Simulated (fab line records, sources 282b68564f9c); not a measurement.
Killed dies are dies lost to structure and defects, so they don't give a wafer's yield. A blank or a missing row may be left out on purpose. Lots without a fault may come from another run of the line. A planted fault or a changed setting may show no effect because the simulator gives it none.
fab line records | flow rit_cmos
record lots=6 wafers=18 last_day=7
route steps=202 shown SPACER@127 NSD@131 M1@202
lots that met no fault: from a run of the same line without faults
start_h: hours from the record's first day to the start of the lot's first wafer shown | wait_h: hours since the lot's step before | " the same as in the row above | L1.1+2: a row that stands for several wafers | - no value, or no start given | * or withheld: withheld | < > ~ a bound
route shown NAME@n: a module of which the file shows steps, and the number in the route of the first | usual: mean/standard deviation of fault-free wafers | same: alike in all rows | chamber/n: place in a boat | sites: the reading at each site | _std_site: their standard deviation | _edge_site: outer sites' mean less inner sites' | radius_mm: how far each site lies from the wafer's centre | mask NAME#n: copy n | behind: the tool/chamber that last shaped the wafer | hold: why the lot was held/for how many hours/how that ended | device: the transistor (n, p or np) that didn't switch | end of line: the same wafers' tests at the end of the route | a step without rows: its recipe alone | killed: dies lost to structure and defects at the first sort, not the wafer's yield | map: a wafer's dies, x killed, . not, _ none there
set.NAME: the setting as run; set.NAME@STEP: as run at that earlier step | model.NAME: the simulator's own value behind a step, which no gauge read
lots at some steps of the route; a table a step, a row a wafer
services: from which hour (start_h, from the record's first day; less than 0 if before it) a tool's chamber was out of use, for how many hours, and why
## steps
# step RIT_SPACER_CLEAN_02
# recipe chemistry=SC2 mix=3:3:50 time_s=600 temp_c=75 dry=n2_spin
# step RIT_SPACER_CVD_03
# recipe material=Si3N4 target_thk_nm=250 temp_c=810 precursor=SiH2Cl2/NH3 time_s=3300 pressure_mtorr=300 sih2cl2_flow_sccm=60 nh3_flow_sccm=150
# step RIT_SPACER_THK_MEAS_04
# recipe reads=Si3N4_of_SPACER_CVD_03
# usual SPACER_NITRIDE_THK=250.5/2.4
# columns lot.wafer tool chamber start_h wait_h SPACER_NITRIDE_THK[nm]
L679.1 film_metro-01 - 77.39 0.0 253.6
L679.5 " - " " 254.9
L679.6 " - " " 253.0
L680.2 film_metro-04 - 77.85 0.0 248.4
L680.3 " - " " 246.3
L680.4 " - " " 245.3
L689.1 film_metro-01 - 111.85 0.0 249.0
L689.3 " - " " 246.3
L689.4 " - " " 249.6
L694.2 film_metro-02 - 139.16 0.0 250.5
L694.5 " - " " 251.9
L694.6 " - " " 251.0
L695.2 film_metro-02 - 142.63 0.0 250.7
L695.4 " - " " 251.5
L695.5 " - " " 252.5
L700.1 film_metro-02 - 165.84 0.0 251.5
L700.3 " - " " 251.3
L700.6 " - " " 249.9
# step RIT_SPACER_ETCHBACK_05
# recipe target_depth_a=2500 SF6_flow_sccm=30 CHF3_flow_sccm=30 target=Si3N4 chemistry=SF6/CHF3 pressure_mtorr=40 rf_w=250 time_s=240 stop_on=SiO2
# usual chamber_pressure_mTorr=40.00/0.036 drypump_motor_current_A=6.0/0.44 oes_product_au=0.845/0.012 rf_fwd_power_W=249.3/0.7 throttle_valve_pct=10.28/0.15
# columns lot.wafer tool chamber start_h wait_h chamber_pressure_mTorr drypump_motor_current_A oes_product_au rf_fwd_power_W rf_hours_counter_h throttle_valve_pct
L679.1 rie_diel-02 2 77.45 0.1 39.96 6.3 0.846 249.6 4 10.41
L679.5 " 2 " " 39.94 6.3 0.853 249.4 - 10.43
L679.6 " 1 " " 40.01 6.2 0.871 249.0 - 10.32
L680.2 rie_diel-01 0 77.90 0.0 40.00 5.8 0.833 247.9 140 10.37
L680.3 " 1 " " 39.96 6.1 0.826 249.1 61 9.99
L680.4 " 3 " " 40.06 6.7 0.827 249.3 143 10.22
L689.1 rie_diel-01 3 111.91 0.1 40.00 6.6 0.833 249.1 143 10.22
L689.3 " 2 " " 40.03 5.7 0.827 249.5 32 10.29
L689.4 " 1 " " 39.99 6.1 0.836 248.8 62 9.98
L694.2 rie_diel-01 0 139.21 0.0 40.01 5.8 0.845 250.8 141 10.37
L694.5 " 2 " " 39.97 5.7 0.836 249.0 - 10.29
L694.6 " 1 " " 40.03 6.1 0.838 248.7 - 9.98
L695.2 rie_diel-03 0 142.68 0.0 39.99 5.8 0.830 248.8 70 10.32
L695.4 " 2 " " 39.97 5.6 0.851 249.7 120 10.55
L695.5 " 0 " " 40.00 5.8 0.837 249.4 - 10.33
L700.1 rie_diel-03 0 165.90 0.1 40.02 5.8 0.837 248.2 71 10.33
L700.3 " 3 " " 39.94 5.7 0.861 249.7 142 10.10
L700.6 " 2 " " 40.00 5.6 0.849 249.3 - 10.55
# step RIT_NSD_HMDS_00
# recipe prime_time_s=60 prime_temp_c=140
# step RIT_NSD_COAT_01
# recipe resist=NOVOLAK spin_rpm=3250 resist_thk_nm=1000
# step RIT_NSD_SOFTBAKE_02
# recipe resist=NOVOLAK temp_c=90 time_s=60
# step RIT_NSD_EXPOSE_03
# recipe mask_id=M9 na=0.57 target_cd_nm=40700 dose_mj=250
# step RIT_NSD_PEB_04
# recipe resist=NOVOLAK temp_c=withheld time_s=withheld
# step RIT_NSD_DEVELOP_05
# recipe resist=NOVOLAK develop_time_s=50 dev_temp_c=23
# step RIT_NSD_OVL_MEAS_06
# usual NSD_OVL=0.0/1.4
# columns lot.wafer tool chamber start_h wait_h NSD_OVL[nm]
L679.1 overlay-02 - 78.55 - -0.4
L679.5 " - " " -0.6
L679.6 " - " " 0.8
L680.2 overlay-01 - 79.09 - -0.3
L680.3 " - " " -1.3
L680.4 " - " " -0.1
L689.1 overlay-02 - 113.09 - -1.3
L689.3 " - " " 1.2
L689.4 " - " " -0.8
L694.2 overlay-02 - 140.22 - -0.8
L694.5 " - " " -0.5
L694.6 " - " " 0.8
L695.2 overlay-01 - 143.95 - 0.7
L695.4 " - " " 0.8
L695.5 " - " " 0.1
L700.1 overlay-02 - 166.90 - -0.6
L700.3 " - " " -3.2
L700.6 " - " " -1.8
# step RIT_NSD_HARDBAKE_07
# recipe resist=NOVOLAK temp_c=140 time_s=60
# step RIT_NSD_IMPLANT_08
# recipe species=P energy_kev=25 dose_cm2=1e+15 tilt_deg=7
# usual tilt_deg=7.000/0.02
# columns lot.wafer tool chamber start_h wait_h tilt_deg
L679.1 implanter-03 0 78.80 0.1 7.004
L679.5 " 0 " " 7.009
L679.6 " 0 " " 7.004
L680.2 implanter-02 0 79.43 0.1 7.002
L680.3 " 0 " " 6.995
L680.4 " 0 " " 6.997
L689.1 implanter-04 0 113.27 0.1 7.022
L689.3 " 0 " " 7.015
L689.4 " 0 " " 6.988
L694.2 implanter-02 0 140.42 0.1 6.545
L694.5 " 0 " " 6.565
L694.6 " 0 " " 6.553
L695.2 implanter-02 0 144.26 0.1 6.580
L695.4 " 0 " " 6.581
L695.5 " 0 " " 6.596
L700.1 implanter-03 0 167.09 0.1 7.036
L700.3 " 0 " " 7.025
L700.6 " 0 " " 7.016
# step RIT_NSD_STRIP_09
# recipe chemistry=O2 time_s=180 resist=NOVOLAK platen_temp_c=withheld power_w=500 pressure_mtorr=4000 o2_flow_sccm=4000
# usual chamber_pressure_mTorr=4000/3.6 drypump_motor_current_A=5.9/0.47
# columns lot.wafer tool chamber start_h wait_h chamber_pressure_mTorr drypump_motor_current_A rf_hours_counter_h
L679.1 plasma_asher-02 0 78.95 0.1 4000 5.8 44
L679.5 " 0 " " 3999 5.8 -
L679.6 " 1 " " 3996 5.4 -
L680.2 plasma_asher-03 1 79.56 0.1 3996 5.4 40
L680.3 " 0 " " 4002 5.9 -
L680.4 " 1 " " 4006 5.5 -
L689.1 plasma_asher-04 0 113.42 0.1 3996 6.3 35
L689.3 " 1 " " 4001 6.7 -
L689.4 " 0 " " 4000 6.4 -
L694.2 plasma_asher-04 1 140.55 0.1 3997 6.7 38
L694.5 " 0 " " 3999 6.4 -
L694.6 " 1 " " 3996 6.7 -
L695.2 plasma_asher-02 0 144.38 0.1 4007 5.8 53
L695.4 " 1 " " 3999 5.4 -
L695.5 " 0 " " 4002 5.8 -
L700.1 plasma_asher-03 1 167.24 0.1 3998 5.5 52
L700.3 " 1 " " 4001 5.5 -
L700.6 " 1 " " 3997 5.5 -
# step RIT_M1_PROBE_99
# usual killed_at_contacts=0.0/0.2 killed_at_front_end=7.3/2.8 killed_dies=7.3/2.8 killed_open=3.8/1.9 killed_short=3.5/1.8
# same gross_dies=264 killed_at_M0_to_M3=0 killed_at_M4_up=0 killed_at_back_side=0 killed_at_other=0
# columns lot.wafer tool chamber start_h wait_h killed_at_contacts killed_at_front_end killed_dies killed_open killed_short model.etest.diode_nplus_pwell.bv_v model.etest.nmos_0p3.bv_v model.etest.diode_nplus_pwell.cj_ff_um2 model.etest.diode_nplus_comb.cj_ff_um2
L679.1 prober-01 - 89.70 0.1 0 8 8 5 3 6.081 5.542 2.024 2.578
L679.5 prober-01 - 89.90 0.2 0 5 5 2 3 6.087 5.545 2.033 2.584
L679.6 prober-01 - 89.95 0.2 1 11 12 5 7 6.058 5.545 2.021 2.568
L680.2 prober-02 - 91.25 0.1 0 9 9 5 4 5.822 5.459 2.104 2.666
L680.3 prober-02 - 91.30 0.2 0 4 4 0 4 5.874 5.485 2.111 2.678
L680.4 prober-02 - 91.35 0.2 1 9 10 7 3 5.851 5.46 2.096 2.665
L689.1 prober-01 - 123.35 0.1 0 8 8 4 4 5.954 5.48 2.075 2.633
L689.3 prober-01 - 123.45 0.2 0 5 5 3 2 5.97 5.501 2.06 2.648
L689.4 prober-01 - 123.50 0.2 0 6 6 3 3 5.982 5.479 2.071 2.639
L694.2 prober-02 - 151.00 0.1 0 8 8 4 4 6.022 5.546 2.051 2.595
L694.5 prober-02 - 151.15 0.2 0 10 10 5 5 6.021 5.542 2.052 2.592
L694.6 prober-02 - 151.20 0.2 0 5 5 1 4 5.992 5.49 2.049 2.622
L695.2 prober-01 - 154.14 0.1 0 6 6 5 1 6.037 5.532 2.028 2.584
L695.4 prober-01 - 154.24 0.2 0 16 16 8 8 5.992 5.516 2.045 2.603
L695.5 prober-01 - 154.29 0.2 0 8 8 3 5 6.077 5.567 2.027 2.6
L700.1 prober-02 - 176.64 0.1 0 3 3 0 3 5.882 5.467 2.071 2.664
L700.3 prober-02 - 176.74 0.2 0 6 6 4 2 5.885 5.496 2.081 2.656
L700.6 prober-02 - 176.89 0.2 0 7 7 3 4 5.946 5.501 2.089 2.677
# killed by level:class
L679.1 GATE:geometric_particle:open=2 SPACER:geometric_particle:open=2 FOX1:geometric_particle:short=1 FOX1:geometric_particle:open=1 GATE:geometric_particle:short=1 SPACER:geometric_particle:short=1
L679.5 REOX:geometric_particle:short=2 REOX:geometric_particle:open=1 SPACER:geometric_particle:short=1 SILICIDE:geometric_particle:open=1
L679.6 SILICIDE:geometric_particle:short=3 REOX:geometric_particle:short=2 SPACER:geometric_particle:short=2 GATE:geometric_particle:open=1 REOX:geometric_particle:open=1 SPACER:geometric_particle:open=1 SILICIDE:geometric_particle:open=1 CONTACT:geometric_particle:open=1
L680.2 GATE:geometric_particle:open=3 GATE:geometric_particle:short=2 FOX1:geometric_particle:short=1 FOX1:geometric_particle:open=1 REOX:geometric_particle:short=1 REOX:geometric_particle:open=1
L680.3 FOX1:geometric_particle:short=2 GATE:geometric_particle:short=1 REOX:geometric_particle:short=1
L680.4 GATE:geometric_particle:open=5 FOX1:geometric_particle:open=1 GATE:geometric_particle:short=1 REOX:geometric_particle:short=1 SILICIDE:geometric_particle:short=1 CONTACT:geometric_particle:open=1
L689.1 FOX1:geometric_particle:short=2 SPACER:geometric_particle:open=2 FOX1:geometric_particle:open=1 FOX2:geometric_particle:short=1 GATE:geometric_particle:open=1 SPACER:geometric_particle:short=1
L689.3 FOX2:geometric_particle:short=2 GATE:geometric_particle:open=2 SILICIDE:geometric_particle:open=1
L689.4 GATE:geometric_particle:short=3 GATE:geometric_particle:open=2 SILICIDE:geometric_particle:open=1
L694.2 FOX1:geometric_particle:short=2 REOX:geometric_particle:open=2 SPACER:geometric_particle:open=2 GATE:geometric_particle:short=1 REOX:geometric_particle:short=1
L694.5 GATE:geometric_particle:short=3 FOX1:geometric_particle:open=2 REOX:geometric_particle:short=2 ACTIVE:geometric_particle:open=1 REOX:geometric_particle:open=1 SPACER:geometric_particle:open=1
L694.6 FOX1:geometric_particle:short=2 REOX:geometric_particle:short=2 REOX:geometric_particle:open=1
L695.2 GATE:geometric_particle:open=2 SPACER:geometric_particle:open=2 FOX2:geometric_particle:open=1 GATE:geometric_particle:short=1
L695.4 REOX:geometric_particle:short=4 GATE:geometric_particle:short=3 SPACER:geometric_particle:open=3 SILICIDE:geometric_particle:open=3 GATE:geometric_particle:open=2 SPACER:geometric_particle:short=1
L695.5 GATE:geometric_particle:open=2 FOX1:geometric_particle:short=1 FOX2:geometric_particle:short=1 FOX2:geometric_particle:open=1 REOX:geometric_particle:short=1 SPACER:geometric_particle:short=1 SILICIDE:geometric_particle:short=1
L700.1 GATE:geometric_particle:short=3
L700.3 GATE:geometric_particle:open=3 FOX1:geometric_particle:short=2 SILICIDE:geometric_particle:open=1
L700.6 FOX1:geometric_particle:open=2 GATE:geometric_particle:short=2 FOX1:geometric_particle:short=1 SPACER:geometric_particle:short=1 SILICIDE:geometric_particle:open=1
## services
# columns tool chamber start_h hours kind
implanter-02 - 79.65 3.0 pm
rie_diel-02 - 81.46 0.5 repair
implanter-03 - 90.35 1.7 repair
rie_diel-03 1 105.21 8.5 repair
rie_diel-03 1 155.39 - clean
rie_diel-03 1 155.39 14.0 scheduled_down
rie_diel-03 1 155.39 14.0 vent_cycle
rie_diel-01 2 165.27 6.9 repair
## key
first_sign step=RIT_NSD_IMPLANT_08 reading=tilt_deg direction=down sigmas=21 usual=7.000 struck=6.570
effect none on later readings
model_effect step=RIT_M1_PROBE_99 value=etest.diode_nplus_pwell.bv_v without=5.913 struck=6.024
met_at RIT_NSD_IMPLANT_08
struck_wafers L694.2,L694.5,L694.6,L695.2,L695.4,L695.5
tester_left_out L694,L695
onset_between 79.43 140.42
fault kind=process_parameter_drift tool=implanter-02 chamber=- onset_h=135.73 steps=RIT_NSD_IMPLANT_08 channel=tilt_deg offset=-0.42962 shape=step end_h=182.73 acts_in=these_recipes_only stated=7
# tester_left_out: of these lots the tester's yield and bins aren't shown, on N5 and GAA mostly nor the transistor test; their killed dies are dies lost to structure and defects alone, not to doping, threshold or leakage, so they don't give the yield
